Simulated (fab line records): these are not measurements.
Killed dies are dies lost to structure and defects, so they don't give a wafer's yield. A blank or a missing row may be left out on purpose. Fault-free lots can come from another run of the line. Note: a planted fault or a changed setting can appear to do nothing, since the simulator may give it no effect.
8D (eight disciplines) problem report, filled in by code -- flow berkeley cmos170 -- the parts of the form that need people (team, actions taken, sign-off) are left out

1. PROBLEM STATEMENT
Mean CONTACT_OVL at UCB170_CONTACT_OVL_MEAS_16: -130 nm over 12 wafers in 4 lots; fault-free wafers: -3 nm, standard deviation 5.3. Relative to the usual mean, that is a shift of -24 standard deviations.
Seen first at day 9 13:43 on overlay-01, wafer L423.3. The record holds 48 wafers of 16 lots with a number at this step. Rule for "out", or "out of limits": more than 4 standard deviations from the usual mean. The other wafers with a number count as sound.

2. WHAT IT IS AND WHAT IT IS NOT
question,is,is not
which readings at this step,CONTACT_OVL,-
which lots,"L423, L424, L426, L427","L411, L412, L414, L415, L416, L418, L420, L421, L425, L428, L431, L434"
which wafers of those lots,all that have a number,-
read on which gauges,"overlay-01, overlay-02",-
when,from day 9 13:43,"up to then (21 sound wafers); but 15 sound wafers of L421, L425, L428, L431, L434 came after"

3. WHAT RULES OUT EACH SUSPECT
Counting: any tool at a process step up to the reading is kept as a suspect provided that every lot that is out went through it and no sound lot did after the first of them.
- ruled out: the gauge at UCB170_CONTACT_OVL_MEAS_16. 2 gauges (overlay-01, overlay-02) read the wafers that are out.
- krf scanner-02 at UCB170_CONTACT_EXPOSE_12 (exposes mask CONT, target cd 700 nm): kept. Every lot that is out went through it, starting with L423 (day 9 13:14), and after that it ran no sound lot; the last sound lot it ran before then is L420 (day 8 22:20).
Left after counting: krf scanner-02 at UCB170_CONTACT_EXPOSE_12.

4. THE CAUSE (what the simulator had put in)
Scanner matching overlay: krf scanner-02, from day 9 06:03 on, at UCB170_CONTACT_EXPOSE_12. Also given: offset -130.
Only this tool survived the counting.

5. THE EFFECT CHAIN, in route order
Rows list readings where the struck wafers' mean (over those with a number) sits beyond 3 standard deviations from the usual. Only readings whose record carries a usual standard deviation are examined. hours: median over the lots of the time between each lot's start at the first step of this table that gives one and its start at this step. sigmas: the change, counted in usual standard deviations.
hours,step,reading,usual,on struck wafers,change,sigmas
0,UCB170_CONTACT_OVL_MEAS_16,CONTACT_OVL,-3 nm,-130,-127,-24
Later steps that measure or inspect, where all struck wafers having a row at the step show a number for every such reading and not one has moved that far: UCB170_M1_THK_MEAS_02, UCB170_M1_OVL_MEAS_10.

6. HOW IT WOULD HAVE BEEN CAUGHT EARLIER
Counted from the fault's start at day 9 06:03, it took 8 hours until the first out-of-limits reading at a measuring or inspecting step in this record, taken at day 9 13:43.
Of the lots that are out (4), L424, L427, L426 began UCB170_CONTACT_EXPOSE_12 on krf scanner-02 after day 9 13:43. A hold on the tool at that time would have spared those 3.
